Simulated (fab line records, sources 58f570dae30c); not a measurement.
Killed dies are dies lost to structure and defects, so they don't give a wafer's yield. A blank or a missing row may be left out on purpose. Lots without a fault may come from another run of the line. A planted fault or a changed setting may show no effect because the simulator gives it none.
Tool commonality check | flow berkeley_cmos170 | 14 lots, 42 wafers sampled

WHY IT WAS OPENED
At UCB170_WELLDRIVE_THK_MEAS_02 the reading WELLDRIVE_OXIDE_THK is flagged on 2 of 14 lots. Wafers without a fault read 200 nm, standard deviation 3.8.
Rule: a lot is flagged when every wafer of it that has a number lies more than 4 standard deviations from that mean, or none has a number. The other lots count as sound.

lot  | measured    | on            | WELLDRIVE_OXIDE_THK (nm), wafer by wafer | flag
L616 | day 3 16:31 | film_metro-04 | 203 202 203                              |
L617 | day 4 00:16 | film_metro-01 | 199 200 202                              |
L619 | day 4 04:55 | film_metro-02 | 196 199 198                              |
L618 | day 4 04:58 | film_metro-02 | 199 199 200                              |
L621 | day 4 16:35 | film_metro-01 | 175 175 175                              | FLAGGED
L620 | day 4 16:36 | film_metro-02 | 175 180 174                              | FLAGGED
L622 | day 5 02:04 | film_metro-01 | 210 208 202                              |
L629 | day 6 12:40 | film_metro-01 | 201 200 201                              |
L631 | day 6 20:16 | film_metro-02 | 201 198 199                              |
L632 | day 7 03:26 | film_metro-01 | 203 200 201                              |
L633 | day 7 11:05 | film_metro-02 | 192 196 195                              |
L634 | day 7 20:14 | film_metro-01 | 197 199 199                              |
L636 | day 8 02:46 | film_metro-02 | 204 204 205                              |
L637 | day 8 16:01 | film_metro-01 | 196 194 197                              |
The numbers of the flagged lots are 176 nm on average: -24 nm against the usual, or -6 standard deviations.

WHICH TOOL RAN EACH LOT
The record holds 1 process step before the reading, out of a route of 331 steps. In each cell: the tool, then ch and the chambers that the sampled wafers went through, then the start.
lot  | flag    | UCB170_WELLDRIVE_OXIDATION_01
L616 |         | furnace-03 ch 0, day 3 13:01
L617 |         | furnace-03 ch 0, day 3 20:46
L619 |         | furnace-02 ch 0, day 4 01:25
L618 |         | furnace-02 ch 0, day 4 01:25
L621 | FLAGGED | furnace-02 ch 0, day 4 13:05
L620 | FLAGGED | furnace-02 ch 0, day 4 13:05
L622 |         | furnace-01 ch 0, day 4 22:33
L629 |         | furnace-01 ch 0, day 6 09:10
L631 |         | furnace-01 ch 0, day 6 16:46
L632 |         | furnace-03 ch 0, day 6 23:55
L633 |         | furnace-03 ch 0, day 7 07:35
L634 |         | furnace-03 ch 0, day 7 16:44
L636 |         | furnace-03 ch 0, day 7 23:14
L637 |         | furnace-02 ch 0, day 8 12:29
What these steps do:
- UCB170_WELLDRIVE_OXIDATION_01: target thk 199 nm, ox time 9000 s.
- UCB170_WELLDRIVE_THK_MEAS_02

FLAGGED OVER TOTAL, TOOL BY TOOL (the gauges that took the reading come last)
step                          | tool          | lots run | flagged | share of the flagged lots | sound lots run after its first flagged lot
UCB170_WELLDRIVE_OXIDATION_01 | furnace-01    | 3        | 0       | none                      | -
UCB170_WELLDRIVE_OXIDATION_01 | furnace-02    | 5        | 2       | all                       | 1 (L637)
UCB170_WELLDRIVE_OXIDATION_01 | furnace-03    | 6        | 0       | none                      | -
UCB170_WELLDRIVE_THK_MEAS_02  | film_metro-01 | 7        | 1       | some                      | 5 (L622,L629,L632,L634,L637)
UCB170_WELLDRIVE_THK_MEAS_02  | film_metro-02 | 6        | 1       | some                      | 3 (L631,L633,L636)
UCB170_WELLDRIVE_THK_MEAS_02  | film_metro-04 | 1        | 0       | none                      | -

WHAT THE TABLE ALLOWS
1 row of the table ran every flagged lot: furnace-02 at UCB170_WELLDRIVE_OXIDATION_01.
- furnace-02 at UCB170_WELLDRIVE_OXIDATION_01: 2 of its 5 lots flagged. Sound lots ran on it after the first flagged one (L637), which a lasting fault on the whole tool wouldn't allow. Its own readings lie more than 4 standard deviations out on every wafer of the flagged lots: spike_tc_centre_C, spike_tc_load_C, spike_tc_source_C, tube_center_temp_C, tube_center_temp_C_max.
No row of the table ran every flagged lot and no sound lot after the first.

WHAT THE SIMULATOR HAD PUT IN
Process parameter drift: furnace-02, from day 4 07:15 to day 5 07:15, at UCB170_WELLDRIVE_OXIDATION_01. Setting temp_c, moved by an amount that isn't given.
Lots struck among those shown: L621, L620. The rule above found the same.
